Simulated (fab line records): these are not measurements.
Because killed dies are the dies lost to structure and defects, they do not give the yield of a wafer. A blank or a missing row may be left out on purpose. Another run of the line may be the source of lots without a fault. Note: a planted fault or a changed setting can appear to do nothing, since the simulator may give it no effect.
Which tool is to blame? || flow berkeley-cmos170 || 14 lots with 42 wafers sampled at 2 steps, on a route of 331 steps

WHAT THE GAUGES READ, wafer by wafer
UCB170_ACTIVE_CD_MEAS_13: the cd target is 1200 nm. Usual: cd-nm reads 1200.0 nm (standard deviation 1.6).
{"lot": "L750", "measured": "day 4 12:46", "on": "cd-sem-01", "cd-nm (nm)": "1202.1 1200.2 1201.1", "flag": ""}
{"lot": "L752", "measured": "day 5 01:46", "on": "cd-sem-02", "cd-nm (nm)": "1198.8 1196.9 1197.1", "flag": ""}
{"lot": "L753", "measured": "day 5 11:52", "on": "cd-sem-02", "cd-nm (nm)": "1199.3 1199.1 1200.8", "flag": ""}
{"lot": "L757", "measured": "day 5 19:39", "on": "cd-sem-02", "cd-nm (nm)": "1201.1 1202.0 1201.0", "flag": ""}
{"lot": "L759", "measured": "day 6 06:17", "on": "cd-sem-02", "cd-nm (nm)": "1202.4 1201.7 1203.1", "flag": ""}
{"lot": "L758", "measured": "day 6 06:31", "on": "cd-sem-01", "cd-nm (nm)": "1202.4 1201.4 1202.1", "flag": ""}
{"lot": "L760", "measured": "day 6 06:44", "on": "cd-sem-02", "cd-nm (nm)": "1200.5 1199.5 1200.5", "flag": ""}
{"lot": "L761", "measured": "day 6 15:26", "on": "cd-sem-01", "cd-nm (nm)": "1200.7 1200.9 1199.9", "flag": ""}
{"lot": "L764", "measured": "day 7 08:43", "on": "cd-sem-01", "cd-nm (nm)": "1201.3 1202.1 1201.7", "flag": ""}
{"lot": "L763", "measured": "day 7 09:08", "on": "cd-sem-01", "cd-nm (nm)": "1198.8 1198.7 1199.1", "flag": ""}
{"lot": "L770", "measured": "day 9 14:11", "on": "cd-sem-01", "cd-nm (nm)": "1201.6 1202.2 1200.7", "flag": ""}
{"lot": "L772", "measured": "day 9 21:23", "on": "cd-sem-01", "cd-nm (nm)": "1201.1 1199.5 1198.6", "flag": ""}
{"lot": "L771", "measured": "day 9 21:38", "on": "cd-sem-01", "cd-nm (nm)": "1201.8 1201.0 1200.0", "flag": ""}
{"lot": "L773", "measured": "day 9 21:44", "on": "cd-sem-01", "cd-nm (nm)": "1201.5 1200.9 1202.3", "flag": ""}

UCB170_FIELD_THK_MEAS_02. Usual: FIELD_OXIDE_THK gives 552 nm (standard deviation 9.8).
{"lot": "L750", "measured": "day 4 20:22", "on": "film-metro-04", "FIELD_OXIDE_THK (nm)": "551 545 547", "flag": ""}
{"lot": "L752", "measured": "day 5 10:56", "on": "film-metro-04", "FIELD_OXIDE_THK (nm)": "542 546 543", "flag": ""}
{"lot": "L753", "measured": "day 5 22:13", "on": "film-metro-04", "FIELD_OXIDE_THK (nm)": "568 565 564", "flag": ""}
{"lot": "L757", "measured": "day 6 04:29", "on": "film-metro-03", "FIELD_OXIDE_THK (nm)": "562 550 562", "flag": ""}
{"lot": "L759", "measured": "day 6 12:16", "on": "film-metro-01", "FIELD_OXIDE_THK (nm)": "554 547 551", "flag": ""}
{"lot": "L758", "measured": "day 6 12:15", "on": "film-metro-03", "FIELD_OXIDE_THK (nm)": "555 547 547", "flag": ""}
{"lot": "L760", "measured": "day 6 12:20", "on": "film-metro-04", "FIELD_OXIDE_THK (nm)": "564 564 553", "flag": ""}
{"lot": "L761", "measured": "day 7 04:26", "on": "film-metro-03", "FIELD_OXIDE_THK (nm)": "549 560 560", "flag": ""}
{"lot": "L764", "measured": "day 7 21:17", "on": "film-metro-03", "FIELD_OXIDE_THK (nm)": "559 567 556", "flag": ""}
{"lot": "L763", "measured": "day 7 21:19", "on": "film-metro-01", "FIELD_OXIDE_THK (nm)": "549 546 551", "flag": ""}
{"lot": "L770", "measured": "day 9 23:43", "on": "film-metro-01", "FIELD_OXIDE_THK (nm)": "537 541 546", "flag": ""}
{"lot": "L772", "measured": "day 10 10:43", "on": "film-metro-04", "FIELD_OXIDE_THK (nm)": "536 534 535", "flag": ""}
{"lot": "L771", "measured": "day 10 10:40", "on": "film-metro-04", "FIELD_OXIDE_THK (nm)": "539 533 535", "flag": ""}
{"lot": "L773", "measured": "day 10 10:39", "on": "film-metro-03", "FIELD_OXIDE_THK (nm)": "568 548 543", "flag": ""}

WHAT TOOL EACH LOT RAN ON (gives the tool, then ch and the chambers of the sampled wafers, and finally the start)
The record holds no process step before these readings.

AS READ BY THE TOOLS THEMSELVES (means over the sampled wafers that have a number; for cases with no such wafer, the mark the record gives instead)
The record holds no such reading with a usual standard deviation.

THE ANSWER, worked out from the rows above alone
Rule: take the mean of a lot's wafers that have a number; if it is more than 3 standard deviations from the usual mean, the lot is off. A lot without any number at a reading at which 4 lots or more have one is off too. Any other lot the step has rows for is counted as sound. First the gauges in route order, then the tools' own readings, where a lot's mean is used as printed above. At the first step where some lot is off, the reading lying furthest off is the one used; lots without a number count as furthest.
None of the lots is off at any reading shown; this tells nothing.

WHAT THE SIMULATOR HAD INSERTED
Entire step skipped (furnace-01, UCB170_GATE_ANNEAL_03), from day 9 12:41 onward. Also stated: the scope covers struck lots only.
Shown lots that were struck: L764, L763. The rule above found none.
